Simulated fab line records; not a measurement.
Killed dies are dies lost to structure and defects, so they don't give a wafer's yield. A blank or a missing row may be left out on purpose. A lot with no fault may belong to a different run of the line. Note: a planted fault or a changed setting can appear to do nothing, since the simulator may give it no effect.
Which of the tools did it? + flow berkeley-cmos170 + 7 lots, 21 wafers sampled, at 3 steps of a route of 331

WHAT THE GAUGES SHOWED, per wafer
UCB170_NLDD_TW_MEAS_11.
| lot  | measured     | on            | NLDD_TW        |
|------|--------------|---------------|----------------|
| L561 | day 7 07:54  | film-metro-02 | 2209 2192 2183 |
| L562 | day 7 08:26  | film-metro-01 | 2215 2206 2215 |
| L567 | day 8 00:05  | film-metro-01 | 2223 2217 2229 |
| L569 | day 8 09:15  | film-metro-01 | 2210 2214 2231 |
| L574 | day 9 14:10  | film-metro-02 | 2194 2200 2190 |
| L577 | day 10 10:44 | film-metro-03 | 2475 2471 2474 |
| L582 | day 11 09:59 | film-metro-02 | 2207 2207 2215 |

WHAT TOOL EACH LOT RAN ON (gives the tool, then ch and the chambers of the sampled wafers, and finally the start)
| lot  | UCB170_NLDD_IMPLANT_09          | UCB170_NLDD_STRIP_10                 |
|------|---------------------------------|--------------------------------------|
| L561 | implanter-01 ch 0, day 7 07:40  | plasma-asher-03 ch 0,1, day 7 07:47  |
| L562 | implanter-01 ch 0, day 7 08:11  | plasma-asher-03 ch 0,1, day 7 08:20  |
| L567 | implanter-01 ch 0, day 7 23:51  | plasma-asher-02 ch 0,1, day 7 23:58  |
| L569 | implanter-04 ch 0, day 8 09:00  | plasma-asher-01 ch 0,1, day 8 09:09  |
| L574 | implanter-04 ch 0, day 9 13:55  | plasma-asher-03 ch 0,1, day 9 14:04  |
| L577 | implanter-04 ch 0, day 10 10:10 | plasma-asher-01 ch 0,1, day 10 10:37 |
| L582 | implanter-01 ch 0, day 11 09:44 | plasma-asher-03 ch 1, day 11 09:52   |
- UCB170_NLDD_IMPLANT_09
- UCB170_NLDD_STRIP_10: strips in O2.

THE ANSWER, worked out from the rows above alone
Rule: the lots themselves supply what counts as usual. The widest of any qualifying gaps counts: lots, ordered by their means at a reading, are off when they make up no more than a third of the lots, leave a main group of 4 or more, and stand apart from it by 3 or more times the standard deviation of that group's means. Not used: any main group whose means are identical at the precision the tables above print for the reading. A lot without any number at a reading at which 4 lots or more have one is off too. All remaining lots with rows at the step are treated as sound.
Off: L577, seen at UCB170_NLDD_TW_MEAS_11 (NLDD_TW). Mean 2209 and standard deviation 11 in the main group.
If a tool, at a process step before that reading, ran all the lots that are off and no sound lot after the first of them, it fits. Those tools and the gauges at UCB170_NLDD_TW_MEAS_11 are tried in the same way. Can't be told from this: 3 tools fit, implanter-04 at UCB170_NLDD_IMPLANT_09, plasma-asher-01 at UCB170_NLDD_STRIP_10, film-metro-03 at UCB170_NLDD_TW_MEAS_11.

WHAT THE SIMULATOR PUT IN
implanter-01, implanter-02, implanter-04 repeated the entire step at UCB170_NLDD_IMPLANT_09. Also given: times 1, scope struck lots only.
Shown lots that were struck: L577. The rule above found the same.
